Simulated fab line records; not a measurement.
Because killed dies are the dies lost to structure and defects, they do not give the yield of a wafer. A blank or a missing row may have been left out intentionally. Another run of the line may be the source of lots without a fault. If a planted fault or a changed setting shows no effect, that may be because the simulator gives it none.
Split-lot study | flow berkeleyCmos170 | 27 wafers read from 5 lots, route of 331 steps

## THE SPLIT
At UCB170_V1_CVD_00 (deposits SiO2 from TEOS/O2, target thk 2000 nm, time 250 s), the setting timeS was moved away from the recipe's 250 s on 9 of the 27 wafers read, by -34.4% to +27.9%. This setting was run at the recipe's value on the other wafers.

Between the split and the reading, the file records no step.

## THE READING
V1_TEOS_THK at UCB170_V1_THK_MEAS_01, in nm. Typical for fault-free wafers on this fab line: 2007 nm, with standard deviation 25 nm.

wafer  | tool, chamber at the split | timeS as run, s | against the recipe | V1_TEOS_THK, nm | against lot-mates on the recipe
L079.1 | pecvd-04, 0                | 250             | recipe             | 1980            | -
L079.2 | pecvd-04, 2                | 250             | recipe             | 1987            | -
L079.3 | pecvd-04, 2                | 250             | recipe             | 2029            | -
L079.4 | pecvd-04, 0                | 250             | recipe             | 2025            | -
L079.5 | pecvd-04, 2                | 250             | recipe             | 2040            | -
L079.6 | pecvd-04, 0                | 250             | recipe             | 2009            | -
L083.1 | pecvd-01, 2                | 174.6           | -30.2%             | 1343            | -669
L083.2 | pecvd-01, 0                | 250             | recipe             | 1999            | -
L083.3 | pecvd-01, 1                | 174.6           | -30.2%             | 1357            | -655
L083.4 | pecvd-01, 1                | 174.6           | -30.2%             | 1426            | -586
L083.5 | pecvd-01, 0                | 250             | recipe             | 2015            | -
L083.6 | pecvd-01, 2                | 250             | recipe             | 2021            | -
L082.3 | pecvd-04, 1                | 250             | recipe             | 1993            | -
L082.4 | pecvd-04, 1                | 250             | recipe             | 2024            | -
L082.5 | pecvd-04, 2                | 250             | recipe             | 2018            | -
L080.1 | pecvd-01, 1                | 319.8           | +27.9%             | 2524            | +524
L080.2 | pecvd-01, 2                | 250             | recipe             | 1962            | -
L080.3 | pecvd-01, 0                | 319.8           | +27.9%             | 2553            | +553
L080.4 | pecvd-01, 0                | 250             | recipe             | 2026            | -
L080.5 | pecvd-01, 1                | 319.8           | +27.9%             | 2588            | +588
L080.6 | pecvd-01, 2                | 250             | recipe             | 2011            | -
L084.1 | pecvd-04, 0                | 164             | -34.4%             | 1291            | -709
L084.2 | pecvd-04, 2                | 164             | -34.4%             | 1291            | -709
L084.3 | pecvd-04, 1                | 164             | -34.4%             | 1318            | -682
L084.4 | pecvd-04, 2                | 250             | recipe             | 1992            | -
L084.5 | pecvd-04, 0                | 250             | recipe             | 2009            | -
L084.6 | pecvd-04, 1                | 250             | recipe             | 1998            | -

FIT RESULTS
A straight line over all 27 wafers: V1_TEOS_THK changes by +20.4 nm for each +1% of timeS; r = +1.00; the points scatter about the line by 24 nm.
The same after taking each lot's own level away (the mean of its wafers on the recipe; 27 wafers): +20.4 nm for each +1%; r = +1.00; scatter 24 nm.
On that fit, the largest move of timeS shifts the reading by 7e+02 nm.
From 1999.7 to 2011.7 nm: that is the span of the lots' own levels, equal to 0.5 times the standard deviation above.
The two slopes agree, so the slope changes little with the lot-to-lot level.
Check: -705 nm against its lot-mates is what the line predicts for one of the wafers moved furthest among these (-34.4%) when that wafer is left out of the fit. Against them it came out at -709 nm.

## OTHER SPLITS ON THESE WAFERS
Before the reading, these wafers also passed through other splits. Each is held against what the fit with the lots' levels taken away leaves over:
other split on the same wafers      | wafers away from the commonest value | r with V1_TEOS_THK (lot level and that fit taken away)
UCB170_PWELL_CVD_05 timeS           | 18                                   | +0.14
UCB170_SPACER_CVD_00 timeS          | 9                                    | -0.02
UCB170_CONTACT_ETCH_18 targetDepthA | 12                                   | +0.24

## THE WHOLE CHAIN: every reading that the file lists as answering this split, in the file's order
step                  | what it does                                               | reading                                                                  | change (the file's fit)              | r (the file's)
UCB170_V1_CVD_00      | deposits SiO2 from TEOS/O2, target thk 2000 nm, time 250 s | SiO2_of_V1_CVD_00.thkNm (the simulator's own value, which no gauge read) | +20.4 nm for each +1% of the setting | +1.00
UCB170_V1_THK_MEAS_01 |                                                            | V1_TEOS_THK                                                              | +20.5 for each +1% of the setting    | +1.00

## THE FILE'S OWN FIT
V1_TEOS_THK changes by +20.5 nm for each +1% of timeS, r = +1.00.
